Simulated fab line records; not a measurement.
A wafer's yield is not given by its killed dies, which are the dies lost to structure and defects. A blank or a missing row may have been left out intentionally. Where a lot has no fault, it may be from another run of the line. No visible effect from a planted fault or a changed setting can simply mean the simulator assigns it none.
Lot-split experiment / flow berkeley-cmos170 / 23 wafers read across 5 lots, on a route 331 steps long

== SPLIT DETAILS ==
At UCB170_M3_COAT_05 (resist thk 900 nm), the setting resist-thk-nm was moved away from the recipe's 900 nm on 8 of the 23 wafers read, by -2.6% to +4.8%. All remaining wafers had this setting at the recipe value.

The reading is taken at the split's own step.

== THE READING ==
KrF_of_M3_COAT_05.thk-nm (the simulator's own value, which no gauge read), in nm, at UCB170_M3_COAT_05 (resist thk 900 nm). The file gives no usual value for it. Here, 15 wafers ran the recipe; their average is 898.6 nm with a standard deviation of 3.1 nm.

wafer=L078.1; tool, chamber at the split=litho-track-03, 0; resist-thk-nm as run, nm=942.9; against the recipe=+4.8%; KrF_of_M3_COAT_05.thk-nm, nm=943.2; against lot-mates on the recipe=+43.2
wafer=L078.2; tool, chamber at the split=litho-track-03, 0; resist-thk-nm as run, nm=900; against the recipe=recipe; KrF_of_M3_COAT_05.thk-nm, nm=898; against lot-mates on the recipe=-
wafer=L078.3; tool, chamber at the split=litho-track-03, 0; resist-thk-nm as run, nm=942.9; against the recipe=+4.8%; KrF_of_M3_COAT_05.thk-nm, nm=942.7; against lot-mates on the recipe=+42.7
wafer=L078.5; tool, chamber at the split=litho-track-03, 0; resist-thk-nm as run, nm=900; against the recipe=recipe; KrF_of_M3_COAT_05.thk-nm, nm=901.8; against lot-mates on the recipe=-
wafer=L078.6; tool, chamber at the split=litho-track-03, 0; resist-thk-nm as run, nm=900; against the recipe=recipe; KrF_of_M3_COAT_05.thk-nm, nm=900.2; against lot-mates on the recipe=-
wafer=L079.1; tool, chamber at the split=litho-track-01, 0; resist-thk-nm as run, nm=900; against the recipe=recipe; KrF_of_M3_COAT_05.thk-nm, nm=902.7; against lot-mates on the recipe=-
wafer=L079.3; tool, chamber at the split=litho-track-01, 0; resist-thk-nm as run, nm=900; against the recipe=recipe; KrF_of_M3_COAT_05.thk-nm, nm=900.6; against lot-mates on the recipe=-
wafer=L079.4; tool, chamber at the split=litho-track-01, 0; resist-thk-nm as run, nm=900; against the recipe=recipe; KrF_of_M3_COAT_05.thk-nm, nm=902.4; against lot-mates on the recipe=-
wafer=L079.5; tool, chamber at the split=litho-track-01, 0; resist-thk-nm as run, nm=900; against the recipe=recipe; KrF_of_M3_COAT_05.thk-nm, nm=899.9; against lot-mates on the recipe=-
wafer=L079.6; tool, chamber at the split=litho-track-01, 0; resist-thk-nm as run, nm=900; against the recipe=recipe; KrF_of_M3_COAT_05.thk-nm, nm=901.6; against lot-mates on the recipe=-
wafer=L077.1; tool, chamber at the split=litho-track-02, 0; resist-thk-nm as run, nm=900; against the recipe=recipe; KrF_of_M3_COAT_05.thk-nm, nm=899.5; against lot-mates on the recipe=-
wafer=L077.2; tool, chamber at the split=litho-track-02, 0; resist-thk-nm as run, nm=900; against the recipe=recipe; KrF_of_M3_COAT_05.thk-nm, nm=895.6; against lot-mates on the recipe=-
wafer=L077.3; tool, chamber at the split=litho-track-02, 0; resist-thk-nm as run, nm=900; against the recipe=recipe; KrF_of_M3_COAT_05.thk-nm, nm=898.5; against lot-mates on the recipe=-
wafer=L080.1; tool, chamber at the split=litho-track-03, 0; resist-thk-nm as run, nm=876.6; against the recipe=-2.6%; KrF_of_M3_COAT_05.thk-nm, nm=873.6; against lot-mates on the recipe=-22.2
wafer=L080.2; tool, chamber at the split=litho-track-03, 0; resist-thk-nm as run, nm=876.6; against the recipe=-2.6%; KrF_of_M3_COAT_05.thk-nm, nm=872.2; against lot-mates on the recipe=-23.6
wafer=L080.4; tool, chamber at the split=litho-track-03, 0; resist-thk-nm as run, nm=876.6; against the recipe=-2.6%; KrF_of_M3_COAT_05.thk-nm, nm=876.6; against lot-mates on the recipe=-19.2
wafer=L080.5; tool, chamber at the split=litho-track-03, 0; resist-thk-nm as run, nm=900; against the recipe=recipe; KrF_of_M3_COAT_05.thk-nm, nm=896.2; against lot-mates on the recipe=-
wafer=L080.6; tool, chamber at the split=litho-track-03, 0; resist-thk-nm as run, nm=900; against the recipe=recipe; KrF_of_M3_COAT_05.thk-nm, nm=895.5; against lot-mates on the recipe=-
wafer=L081.1; tool, chamber at the split=litho-track-03, 0; resist-thk-nm as run, nm=943.3; against the recipe=+4.8%; KrF_of_M3_COAT_05.thk-nm, nm=935.6; against lot-mates on the recipe=+42.4
wafer=L081.2; tool, chamber at the split=litho-track-03, 0; resist-thk-nm as run, nm=943.3; against the recipe=+4.8%; KrF_of_M3_COAT_05.thk-nm, nm=932.4; against lot-mates on the recipe=+39.1
wafer=L081.3; tool, chamber at the split=litho-track-03, 0; resist-thk-nm as run, nm=900; against the recipe=recipe; KrF_of_M3_COAT_05.thk-nm, nm=893.9; against lot-mates on the recipe=-
wafer=L081.5; tool, chamber at the split=litho-track-03, 0; resist-thk-nm as run, nm=943.3; against the recipe=+4.8%; KrF_of_M3_COAT_05.thk-nm, nm=936.3; against lot-mates on the recipe=+43.0
wafer=L081.6; tool, chamber at the split=litho-track-03, 0; resist-thk-nm as run, nm=900; against the recipe=recipe; KrF_of_M3_COAT_05.thk-nm, nm=892.6; against lot-mates on the recipe=-

FIT RESULTS
A straight line over all 23 wafers: KrF_of_M3_COAT_05.thk-nm changes by +8.47 nm for each +1% of resist-thk-nm; r = +0.99; the points scatter about the line by 3.6 nm.
The same after taking each lot's own level away (the mean of its wafers on the recipe; 23 wafers): +8.69 nm for each +1%; r = +1.00; scatter 1.5 nm.
That fit puts the effect of the largest move of resist-thk-nm on the reading at 42 nm.
From 893.25 to 901.44 nm: that is the span of the lots' own levels, equal to 2.7 times the standard deviation above.
Consequently the slope shifts little with the lot-to-lot level, the two slopes agreeing.
Check: for one of the wafers moved furthest among these (+4.8%), held out of the fit, the line's prediction against its lot-mates is +42 nm. Against them it came out at +42.4 nm.

== ADDITIONAL SPLITS CARRIED BY THESE WAFERS ==
Other splits were also applied to these wafers ahead of the reading. Each is held against what the fit with the lots' levels taken away leaves over:
other split on the same wafers=UCB170_V2_CVD_00 rf-w; wafers away from the commonest value=8; r with KrF_of_M3_COAT_05.thk-nm (lot level and that fit taken away)=+0.25
other split on the same wafers=UCB170_M3_SPUTTER_01 time-s; wafers away from the commonest value=7; r with KrF_of_M3_COAT_05.thk-nm (lot level and that fit taken away)=+0.07

== THE WHOLE CHAIN: every reading that the file lists as answering this split, in the file's order ==
step=UCB170_M3_COAT_05; what it does=resist thk 900 nm; reading=KrF_of_M3_COAT_05.thk-nm (the simulator's own value, which no gauge read); change (the file's fit)=+8.76 nm for each +1% of the setting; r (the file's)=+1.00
step=UCB170_M3_STRIP_07; what it does=strips in O2; reading=strip-time-to-endpoint-s; change (the file's fit)=withheld for each +1% of the setting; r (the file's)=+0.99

== THE FILE'S OWN FIT ==
KrF_of_M3_COAT_05.thk-nm changes by +8.76 nm for each +1% of resist-thk-nm, r = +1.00.
